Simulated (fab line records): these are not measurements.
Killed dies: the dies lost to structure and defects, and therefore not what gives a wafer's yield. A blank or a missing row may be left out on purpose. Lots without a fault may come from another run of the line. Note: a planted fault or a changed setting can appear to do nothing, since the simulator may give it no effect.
fab line records	flow berkeley_cmos170	part 1 of 2: steps 1 to 25 of 37
record: lots: 5	wafers: 15	last_day: 13
route steps=331 shown ZERO@6 NWELL@14 PWELL@34
lots that met no fault: taken from a fault-free run of the same line
start_h: hours from the record's first day to the start of the lot's first wafer shown	wait_h: time in hours since the lot's previous step	" repeats the value in the row above	L1.1+2: one row covering several wafers at once	- no value present, or no start provided	* or withheld: withheld	< > ~ a bound
route shown NAME@n: NAME is a module with steps in the file, n the number in the route of the first one	usual: mean/standard deviation of fault-free wafers	same: alike in all rows	chamber/n: place in a boat	sites: per-site readings	_std_site: their standard deviation	_edge_site: the outer-site mean with the inner-site mean subtracted	radius_mm: how far each site lies from the wafer's centre	mask NAME#n: copy n	behind: the most recent tool/chamber to have shaped the wafer	hold: why the lot was held/for how many hours/how that ended	device: which transistor (n, p or np) failed to switch	end of line: at the end of the route, the tests of the same wafers	a step without rows: its recipe alone	killed: at the first sort, the dies lost to defects and structure; wafer yield is something else	map: a wafer's dies, marking killed ones x, the rest . and places with no die _
set.NAME: the setting as run; set.NAME@STEP: as run at that earlier step	model.NAME: the simulator's own value behind a step, which no gauge read
lots seen at some steps along the route; tables by step, rows by wafer
services: the hour from which a tool's chamber was out of use, counted from the record's first day as start_h (under 0 if before that day), plus the number of hours and why
== steps ==
step: UCB170_ZERO_HMDS_00
recipe: prime_time_s: 60	prime_temp_c: 100
usual: resist_line_temp_C: 22.99/0.11
lot.wafer	tool	chamber	start_h	wait_h	resist_line_temp_C
L074.3	litho_track-03	0	17.97	0.1	22.90
L074.5	"	0	"	"	22.79
L074.6	"	0	"	"	22.73
L076.2	litho_track-01	0	28.97	0.3	22.97
L076.3	"	0	"	"	23.05
L076.6	"	0	"	"	22.90
L077.2	litho_track-03	0	35.66	0.0	22.86
L077.4	"	0	"	"	23.05
L077.6	"	0	"	"	22.99
L088.3	litho_track-04	0	89.79	0.1	23.19
L088.4	"	0	"	"	22.81
L088.5	"	0	"	"	23.12
L095.1	litho_track-01	0	127.17	0.4	23.15
L095.4	"	0	"	"	23.02
L095.5	"	0	"	"	22.98
step: UCB170_ZERO_COAT_01
recipe: resist: KrF	spin_rpm: 1474	resist_thk_nm: 900
usual: resist_line_temp_C: 23.01/0.12
lot.wafer	tool	chamber	start_h	wait_h	resist_line_temp_C
L074.3	litho_track-03	0	18.12	0.1	22.86
L074.5	"	0	"	"	22.93
L074.6	"	0	"	"	23.15
L076.2	litho_track-01	0	29.12	0.1	23.10
L076.3	"	0	"	"	22.83
L076.6	"	0	"	"	22.93
L077.2	litho_track-03	0	35.81	0.1	22.86
L077.4	"	0	"	"	23.00
L077.6	"	0	"	"	22.76
L088.3	litho_track-04	0	89.94	0.1	22.99
L088.4	"	0	"	"	22.87
L088.5	"	0	"	"	23.03
L095.1	litho_track-01	0	127.32	0.1	23.06
L095.4	"	0	"	"	22.96
L095.5	"	0	"	"	23.09
step: UCB170_ZERO_SOFTBAKE_02
recipe: resist: KrF	temp_c: 130	time_s: 60
usual: resist_line_temp_C: 23.00/0.11
lot.wafer	tool	chamber	start_h	wait_h	resist_line_temp_C
L074.3	litho_track-03	0	18.27	0.1	22.87
L074.5	"	0	"	"	22.95
L074.6	"	0	"	"	22.99
L076.2	litho_track-01	0	29.27	0.1	22.84
L076.3	"	0	"	"	22.96
L076.6	"	0	"	"	23.06
L077.2	litho_track-03	0	35.96	0.1	23.06
L077.4	"	0	"	"	22.89
L077.6	"	0	"	"	23.08
L088.3	litho_track-04	0	90.09	0.1	23.36
L088.4	"	0	"	"	23.04
L088.5	"	0	"	"	23.00
L095.1	litho_track-01	0	127.47	0.1	23.05
L095.4	"	0	"	"	23.10
L095.5	"	0	"	"	23.07
step: UCB170_ZERO_EXPOSE_03
recipe: mask_id: PM_MARKS	na: 0.5	sigma_outer: 0.6	source_shape: conventional	target_cd_nm: 4000	dose_mj: 30
usual: exposure_dose_mJ_cm2: 29.99/0.035
lot.wafer	tool	chamber	start_h	wait_h	mask	exposure_dose_mJ_cm2
L074.3	krf_scanner-02	0	18.41	0.1	PM_MARKS#0	29.99
L074.5	"	0	"	"	PM_MARKS#0	29.98
L074.6	"	0	"	"	PM_MARKS#0	30.00
L076.2	krf_scanner-01	0	29.54	0.2	PM_MARKS#0	29.91
L076.3	"	0	"	"	PM_MARKS#0	29.94
L076.6	"	0	"	"	PM_MARKS#0	29.97
L077.2	krf_scanner-02	0	36.23	0.2	PM_MARKS#0	29.97
L077.4	"	0	"	"	PM_MARKS#0	29.97
L077.6	"	0	"	"	PM_MARKS#0	29.96
L088.3	krf_scanner-01	0	90.23	0.1	PM_MARKS#0	29.95
L088.4	"	0	"	"	PM_MARKS#0	29.97
L088.5	"	0	"	"	PM_MARKS#0	29.97
L095.1	krf_scanner-01	0	127.75	0.2	PM_MARKS#0	29.99
L095.4	"	0	"	"	PM_MARKS#0	29.97
L095.5	"	0	"	"	PM_MARKS#0	29.98
step: UCB170_ZERO_PEB_04
recipe: peb_temp_c: 130	peb_time_s: withheld	resist: KrF
usual: resist_line_temp_C: 22.99/0.11
lot.wafer	tool	chamber	start_h	wait_h	resist_line_temp_C
L074.3	litho_track-03	0	18.54	0.1	22.85
L074.5	"	0	"	"	22.98
L074.6	"	0	"	"	23.13
L076.2	litho_track-01	0	29.70	0.1	23.06
L076.3	"	0	"	"	23.10
L076.6	"	0	"	"	22.97
L077.2	litho_track-04	0	36.35	0.1	22.98
L077.4	"	0	"	"	23.09
L077.6	"	0	"	"	23.07
L088.3	litho_track-01	0	90.36	0.1	23.17
L088.4	"	0	"	"	23.02
L088.5	"	0	"	"	23.07
L095.1	litho_track-03	0	127.93	0.2	23.17
L095.4	"	0	"	"	22.93
L095.5	"	0	"	"	22.93
step: UCB170_ZERO_DEVELOP_05
recipe: developer: TMAH	develop_time_s: 45	resist: KrF	dev_temp_c: 21
usual: resist_line_temp_C: 22.98/0.099
lot.wafer	tool	chamber	start_h	wait_h	resist_line_temp_C
L074.3	litho_track-03	0	-	-	22.96
L074.5	"	0	"	"	22.96
L074.6	"	0	"	"	22.77
L076.2	litho_track-01	0	-	-	22.99
L076.3	"	0	"	"	22.77
L076.6	"	0	"	"	22.82
L077.2	litho_track-04	0	-	-	23.02
L077.4	"	0	"	"	22.94
L077.6	"	0	"	"	22.85
L088.3	litho_track-01	0	-	-	22.83
L088.4	"	0	"	"	22.91
L088.5	"	0	"	"	22.98
L095.1	litho_track-03	0	-	-	22.98
L095.4	"	0	"	"	22.84
L095.5	"	0	"	"	22.92
step: UCB170_ZERO_ETCH_06
recipe: chemistry: CHF3/CF4/Ar	target: SiO2	time_s: 12	pressure_mtorr: 100	rf_w: 500	CHF3_flow_sccm: 50	cf4_flow_sccm: 10	Ar_flow_sccm: 120	over_etch_frac: 1.58
usual: drypump_motor_current_A: 5.6/0.42	oes_product_au: 0.619/0.0091	throttle_valve_pct: 9.20/0.15
lot.wafer	tool	chamber	start_h	wait_h	drypump_motor_current_A	oes_product_au	rf_hours_counter_h	throttle_valve_pct
L074.3	rie_diel-04	0	18.76	-	6.0	0.619	6	9.12
L074.5	"	0	"	"	5.9	0.614	-	9.15
L074.6	"	1	"	"	6.5	0.623	-	9.20
L076.2	rie_diel-04	2	29.95	-	5.9	0.621	124	9.33
L076.3	"	0	"	"	5.9	0.612	6	9.10
L076.6	"	0	"	"	5.9	0.621	-	9.13
L077.2	rie_diel-03	3	36.60	-	5.1	0.602	129	9.48
L077.4	"	0	"	"	6.0	0.622	56	9.26
L077.6	"	1	"	"	5.3	0.614	-	8.94
L088.3	rie_diel-01	1	90.58	-	5.1	0.613	13	9.24
L088.4	"	3	"	"	5.1	0.611	-	9.27
L088.5	"	0	"	"	5.4	0.624	-	9.19
L095.1	rie_diel-04	2	128.20	-	5.9	0.627	128	9.33
L095.4	"	1	"	"	6.5	0.623	31	9.19
L095.5	"	3	"	"	5.7	0.611	-	9.37
step: UCB170_ZERO_STRIP_07
recipe: chemistry: O2	power_w: 400	pressure_mtorr: 3500	platen_temp_c: withheld	o2_flow_sccm: 400	overash_fraction: 0.5
usual: drypump_motor_current_A: 5.9/0.48	oes_product_au: 0.728/0.0046	strip_time_to_endpoint_s: 21.72/0.056
lot.wafer	tool	chamber	start_h	wait_h	drypump_motor_current_A	oes_product_au	rf_hours_counter_h	strip_time_to_endpoint_s
L074.3	plasma_asher-04	0	18.82	0.0	6.1	0.723	-	21.73
L074.5	"	1	"	"	5.5	0.731	-	21.78
L074.6	"	0	"	"	6.1	0.725	-	21.73
L076.2	plasma_asher-04	0	29.97	0.0	6.1	0.728	29	21.77
L076.3	"	0	"	"	6.1	0.730	-	21.67
L076.6	"	1	"	"	5.5	0.728	-	21.73
L077.2	plasma_asher-02	1	36.63	0.0	6.1	0.729	25	21.82
L077.4	"	1	"	"	6.0	0.723	-	21.78
L077.6	"	1	"	"	6.0	0.721	-	21.76
L088.3	plasma_asher-03	0	90.64	0.0	5.7	0.727	-	21.64
L088.4	"	1	"	"	5.1	0.728	-	21.75
L088.5	"	0	"	"	5.7	0.727	-	21.77
L095.1	plasma_asher-04	1	128.22	0.0	5.5	0.724	1	21.76
L095.4	"	1	"	"	5.5	0.719	-	21.77
L095.5	"	0	"	"	6.1	0.735	-	21.79
step: UCB170_NWELL_WET_ETCH_00
recipe: chemistry: dHF	dilution: 25:1	target: SiO2	temp_c: 25	time_s: 200
usual: bath_heat_duty_pct: 6.7/0.78
lot.wafer	tool	chamber	start_h	wait_h	bath_heat_duty_pct
L074.3	wet_bench-04	1	23.46	4.6	5.5
L074.5	"	1	"	"	7.1
L074.6	"	1	"	"	6.3
L076.2	wet_bench-04	0	30.78	0.8	6.3
L076.3	"	0	"	"	7.3
L076.6	"	0	"	"	7.2
L077.2	wet_bench-02	0	36.73	0.1	5.9
L077.4	"	0	"	"	5.3
L077.6	"	0	"	"	5.5
L088.3	wet_bench-04	2	93.91	3.2	4.9
L088.4	"	2	"	"	5.6
L088.5	"	2	"	"	5.3
L095.1	wet_bench-01	3	128.54	0.3	7.0
L095.4	"	3	"	"	6.8
L095.5	"	3	"	"	7.7
step: UCB170_NWELL_OXIDATION_01
recipe: temp_c: 1000	ambient: O2	target_thk_a: 264	ox_time_s: 1260
lot.wafer	tool	chamber	start_h	wait_h
L074.3+5+6	furnace-02	0	24.60	1.1
L076.2+3+6	furnace-04	0	34.27	3.4
L077.2+4+6	furnace-04	0	41.22	4.4
L088.3+4+5	furnace-02	0	96.00	2.0
L095.1+4+5	furnace-04	0	133.56	4.9
step: UCB170_NWELL_THK_MEAS_02
recipe: reads: SiO2_of_NWELL_OXIDATION_01
usual: NWELL_OXIDE_THK: 26.2/0.46
lot.wafer	tool	chamber	start_h	wait_h	NWELL_OXIDE_THK[nm]
L074.3	film_metro-03	-	25.97	0.0	25.9
L074.5	"	-	"	"	26.2
L074.6	"	-	"	"	25.9
L076.2	film_metro-04	-	35.63	0.0	27.0
L076.3	"	-	"	"	26.9
L076.6	"	-	"	"	26.7
L077.2	film_metro-04	-	42.58	0.0	27.0
L077.4	"	-	"	"	26.6
L077.6	"	-	"	"	26.3
L088.3	film_metro-02	-	97.37	0.0	26.2
L088.4	"	-	"	"	26.1
L088.5	"	-	"	"	26.2
L095.1	film_metro-03	-	134.91	0.0	26.3
L095.4	"	-	"	"	26.1
L095.5	"	-	"	"	26.0
step: UCB170_NWELL_ANNEAL_03
recipe: temp_c: 1000	time_s: 900	ambient: N2
lot.wafer	tool	chamber	start_h	wait_h
L074.3+5+6	furnace-02	0	30.14	4.2
L076.2+3+6	furnace-01	0	40.59	4.9
L077.2+4+6	furnace-02	0	45.74	3.1
L088.3+4+5	furnace-01	0	100.86	3.5
L095.1+4+5	furnace-04	0	139.76	4.8
step: UCB170_NWELL_CVD_04
recipe: material: Si3N4	target_thk_nm: 224	temp_c: 800	precursor: SiH2Cl2/NH3	time_s: 3360	pressure_mtorr: 200	sih2cl2_flow_sccm: 25	nh3_flow_sccm: 75
lot.wafer	tool	chamber	start_h	wait_h
L074.3+5+6	lpcvd-01	1	31.39	0.0
L076.2+3+6	lpcvd-01	1	41.84	0.0
L077.2+4+6	lpcvd-01	0	48.24	1.3
L088.3+4+5	lpcvd-01	0	103.97	1.9
L095.1+4+5	lpcvd-02	0	141.01	0.0
step: UCB170_NWELL_THK_MEAS_05
recipe: reads: Si3N4_of_NWELL_CVD_04
usual: NWELL_NITRIDE_THK: 223.5/2.1
lot.wafer	tool	chamber	start_h	wait_h	NWELL_NITRIDE_THK[nm]
L074.3	film_metro-03	-	33.34	0.0	221.3
L074.5	"	-	"	"	222.6
L074.6	"	-	"	"	223.3
L076.2	film_metro-02	-	43.79	0.0	222.8
L076.3	"	-	"	"	225.0
L076.6	"	-	"	"	224.8
L077.2	film_metro-03	-	50.18	0.0	223.8
L077.4	"	-	"	"	225.2
L077.6	"	-	"	"	226.3
L088.3	film_metro-02	-	105.92	0.0	220.5
L088.4	"	-	"	"	221.5
L088.5	"	-	"	"	221.4
L095.1	film_metro-03	-	143.91	0.0	224.2
L095.4	"	-	"	"	223.5
L095.5	"	-	"	"	220.8
step: UCB170_NWELL_HMDS_06
recipe: prime_time_s: 60	prime_temp_c: 100
usual: resist_line_temp_C: 22.99/0.1
lot.wafer	tool	chamber	start_h	wait_h	resist_line_temp_C
L074.3	litho_track-04	0	33.43	0.1	23.13
L074.5	"	0	"	"	23.02
L074.6	"	0	"	"	22.95
L076.2	litho_track-04	0	44.03	0.2	22.92
L076.3	"	0	"	"	23.14
L076.6	"	0	"	"	23.04
L077.2	litho_track-04	0	50.49	0.3	23.04
L077.4	"	0	"	"	23.08
L077.6	"	0	"	"	22.95
L088.3	litho_track-01	0	106.01	0.1	22.97
L088.4	"	0	"	"	23.19
L088.5	"	0	"	"	23.17
L095.1	litho_track-02	0	143.97	0.1	23.25
L095.4	"	0	"	"	23.01
L095.5	"	0	"	"	23.15
step: UCB170_NWELL_COAT_07
recipe: resist: KrF	spin_rpm: 1500	resist_thk_nm: 900
usual: resist_line_temp_C: 23.02/0.12
lot.wafer	tool	chamber	start_h	wait_h	resist_line_temp_C
L074.3	litho_track-04	0	33.58	0.1	22.99
L074.5	"	0	"	"	23.23
L074.6	"	0	"	"	23.01
L076.2	litho_track-04	0	44.18	0.1	23.02
L076.3	"	0	"	"	22.94
L076.6	"	0	"	"	23.03
L077.2	litho_track-04	0	50.64	0.1	23.03
L077.4	"	0	"	"	22.84
L077.6	"	0	"	"	23.10
L088.3	litho_track-01	0	106.16	0.1	23.25
L088.4	"	0	"	"	23.32
L088.5	"	0	"	"	23.18
L095.1	litho_track-02	0	144.12	0.1	22.93
L095.4	"	0	"	"	22.98
L095.5	"	0	"	"	23.08
step: UCB170_NWELL_SOFTBAKE_08
recipe: resist: KrF	temp_c: 130	time_s: 60
usual: resist_line_temp_C: 23.00/0.1
lot.wafer	tool	chamber	start_h	wait_h	resist_line_temp_C
L074.3	litho_track-04	0	33.73	0.1	23.01
L074.5	"	0	"	"	23.05
L074.6	"	0	"	"	22.86
L076.2	litho_track-04	0	44.33	0.1	22.97
L076.3	"	0	"	"	23.00
L076.6	"	0	"	"	23.21
L077.2	litho_track-04	0	50.79	0.1	23.00
L077.4	"	0	"	"	22.88
L077.6	"	0	"	"	23.00
L088.3	litho_track-01	0	106.31	0.1	23.06
L088.4	"	0	"	"	22.91
L088.5	"	0	"	"	23.12
L095.1	litho_track-02	0	144.27	0.1	22.92
L095.4	"	0	"	"	23.00
L095.5	"	0	"	"	23.09
step: UCB170_NWELL_EXPOSE_09
recipe: mask_id: NWELL	target_cd_nm: 3000	na: 0.5	sigma_outer: 0.6	source_shape: conventional	dose_mj: 25
usual: exposure_dose_mJ_cm2: 25.004/0.024
lot.wafer	tool	chamber	start_h	wait_h	mask	exposure_dose_mJ_cm2
L074.3	krf_scanner-02	0	34.05	0.3	NWELL#0	24.985
L074.5	"	0	"	"	NWELL#0	25.016
L074.6	"	0	"	"	NWELL#0	25.079
L076.2	krf_scanner-01	0	44.70	0.3	NWELL#0	25.010
L076.3	"	0	"	"	NWELL#0	25.009
L076.6	"	0	"	"	NWELL#0	24.991
L077.2	krf_scanner-02	0	51.07	0.3	NWELL#0	25.016
L077.4	"	0	"	"	NWELL#0	25.013
L077.6	"	0	"	"	NWELL#0	24.977
L088.3	krf_scanner-01	0	106.57	0.2	NWELL#0	25.018
L088.4	"	0	"	"	NWELL#0	24.991
L088.5	"	0	"	"	NWELL#0	25.055
L095.1	krf_scanner-01	0	144.42	0.1	NWELL#0	24.977
L095.4	"	0	"	"	NWELL#0	25.003
L095.5	"	0	"	"	NWELL#0	24.999
step: UCB170_NWELL_PEB_10
recipe: peb_temp_c: 130	peb_time_s: withheld	resist: KrF
usual: resist_line_temp_C: 22.99/0.098
lot.wafer	tool	chamber	start_h	wait_h	resist_line_temp_C
L074.3	litho_track-01	0	34.18	0.1	22.81
L074.5	"	0	"	"	22.84
L074.6	"	0	"	"	22.98
L076.2	litho_track-02	0	44.82	0.1	22.99
L076.3	"	0	"	"	23.02
L076.6	"	0	"	"	23.13
L077.2	litho_track-04	0	51.39	0.3	22.96
L077.4	"	0	"	"	22.95
L077.6	"	0	"	"	22.88
L088.3	litho_track-02	0	106.70	0.1	23.04
L088.4	"	0	"	"	23.10
L088.5	"	0	"	"	22.92
L095.1	litho_track-02	0	144.54	0.1	23.03
L095.4	"	0	"	"	22.98
L095.5	"	0	"	"	23.01
step: UCB170_NWELL_DEVELOP_11
recipe: developer: TMAH	develop_time_s: 45	resist: KrF	dev_temp_c: 21
usual: resist_line_temp_C: 23.01/0.11
lot.wafer	tool	chamber	start_h	wait_h	resist_line_temp_C
L074.3	litho_track-01	0	-	-	22.95
L074.5	"	0	"	"	23.09
L074.6	"	0	"	"	22.92
L076.2	litho_track-02	0	-	-	23.05
L076.3	"	0	"	"	23.09
L076.6	"	0	"	"	23.19
L077.2	litho_track-04	0	-	-	22.93
L077.4	"	0	"	"	23.17
L077.6	"	0	"	"	22.93
L088.3	litho_track-02	0	-	-	22.99
L088.4	"	0	"	"	22.96
L088.5	"	0	"	"	22.78
L095.1	litho_track-02	0	-	-	23.09
L095.4	"	0	"	"	22.86
L095.5	"	0	"	"	23.02
step: UCB170_NWELL_OVL_MEAS_12
usual: NWELL_OVL: 0/6.3
lot.wafer	tool	chamber	start_h	wait_h	NWELL_OVL[nm]
L074.3	overlay-01	-	34.42	-	1
L074.5	"	-	"	"	-6
L074.6	"	-	"	"	-11
L076.2	overlay-01	-	45.08	-	0
L076.3	"	-	"	"	1
L076.6	"	-	"	"	-2
L077.2	overlay-01	-	51.64	-	2
L077.4	"	-	"	"	4
L077.6	"	-	"	"	-1
L088.3	overlay-01	-	106.94	-	-3
L088.4	"	-	"	"	-1
L088.5	"	-	"	"	-8
L095.1	overlay-02	-	144.82	-	-13
L095.4	"	-	"	"	1
L095.5	"	-	"	"	-7
step: UCB170_NWELL_ETCH_13
recipe: chemistry: CH3F/Ar/O2	target: Si3N4	stop_on: SiO2	CH3F_flow_sccm: 20	Ar_flow_sccm: 50	O2_flow_sccm: 7	pressure_mtorr: 50	rf_w: 450	target_depth_a: 2464	over_etch_frac: 0.1	time_s: 148.9
usual: drypump_motor_current_A: 5.7/0.43	oes_product_au: 0.960/0.016	throttle_valve_pct: 8.05/0.13
lot.wafer	tool	chamber	start_h	wait_h	drypump_motor_current_A	oes_product_au	rf_hours_counter_h	throttle_valve_pct
L074.3	rie_diel-03	3	34.44	0.0	5.1	0.934	129	8.28
L074.5	"	3	"	"	5.1	0.933	-	8.27
L074.6	"	0	"	"	6.0	0.974	-	8.08
L076.2	rie_diel-03	1	45.11	0.0	5.3	0.953	9	7.81
L076.3	"	2	"	"	6.0	0.993	128	7.82
L076.6	"	1	"	"	5.3	0.963	-	7.82
L077.2	rie_diel-02	1	51.67	0.0	5.7	0.969	32	8.00
L077.4	"	3	"	"	4.8	0.977	81	8.06
L077.6	"	2	"	"	6.2	0.936	-	8.17
L088.3	rie_diel-02	0	106.96	0.0	5.8	0.950	7	8.07
L088.4	"	3	"	"	4.9	0.961	84	8.08
L088.5	"	3	"	"	4.9	0.965	-	8.10
L095.1	rie_diel-02	3	144.85	0.0	4.9	0.965	86	8.07
L095.4	"	0	"	"	5.8	0.954	9	8.05
L095.5	"	0	"	"	5.8	0.948	-	8.07
step: UCB170_NWELL_IMPLANT_14
recipe: species: P	dose_cm2: 1e+13	energy_kev: 150	tilt_deg: 7
same: implant_ion_amu: 31
lot.wafer	tool	chamber	start_h	wait_h
L074.3+5+6	implanter-01	0	34.59	0.1
L076.2+3+6	implanter-03	0	45.23	0.1
L077.2+4+6	implanter-03	0	51.82	0.1
L088.3+4+5	implanter-04	0	107.11	0.1
L095.1+4+5	implanter-03	0	144.95	0.1
step: UCB170_NWELL_STRIP_15
recipe: chemistry: O2	power_w: 400	pressure_mtorr: 3500	platen_temp_c: withheld	o2_flow_sccm: 400	overash_fraction: 0.5
usual: drypump_motor_current_A: 5.6/0.56	oes_product_au: 0.721/0.0044	strip_time_to_endpoint_s: 18.20/0.081
lot.wafer	tool	chamber	start_h	wait_h	drypump_motor_current_A	oes_product_au	rf_hours_counter_h	strip_time_to_endpoint_s
L074.3	plasma_asher-02	0	34.73	0.1	6.7	0.716	-	18.23
L074.5	"	1	"	"	6.0	0.725	-	18.25
L074.6	"	0	"	"	6.7	0.716	-	18.11
L076.2	plasma_asher-01	0	45.36	0.1	5.0	0.720	28	18.15
L076.3	"	0	"	"	5.0	0.721	-	18.18
L076.6	"	0	"	"	5.0	0.726	-	18.15
L077.2	plasma_asher-02	1	52.07	0.2	6.1	0.718	27	18.22
L077.4	"	1	"	"	6.1	0.727	-	18.19
L077.6	"	1	"	"	6.1	0.722	-	18.13
L088.3	plasma_asher-03	0	107.25	0.1	5.7	0.721	-	18.16
L088.4	"	1	"	"	5.1	0.719	-	18.21
L088.5	"	0	"	"	5.8	0.713	-	18.22
L095.1	plasma_asher-01	0	145.10	0.1	5.0	0.731	42	18.04
L095.4	"	1	"	"	5.6	0.716	-	18.07
L095.5	"	0	"	"	5.0	0.726	-	18.15
step: UCB170_NWELL_TW_MEAS_16
usual: NWELL_TW: 1250/6.3
lot.wafer	tool	chamber	start_h	wait_h	NWELL_TW
L074.3	film_metro-02	-	34.81	0.1	1245
L074.5	"	-	"	"	1248
L074.6	"	-	"	"	1241
L076.2	film_metro-04	-	45.47	0.1	1257
L076.3	"	-	"	"	1259
L076.6	"	-	"	"	1265
L077.2	film_metro-03	-	52.18	0.1	1251
L077.4	"	-	"	"	1257
L077.6	"	-	"	"	1252
L088.3	film_metro-02	-	107.33	0.1	1240
L088.4	"	-	"	"	1232
L088.5	"	-	"	"	1246
L095.1	film_metro-02	-	145.20	0.1	1245
L095.4	"	-	"	"	1246
L095.5	"	-	"	"	1243
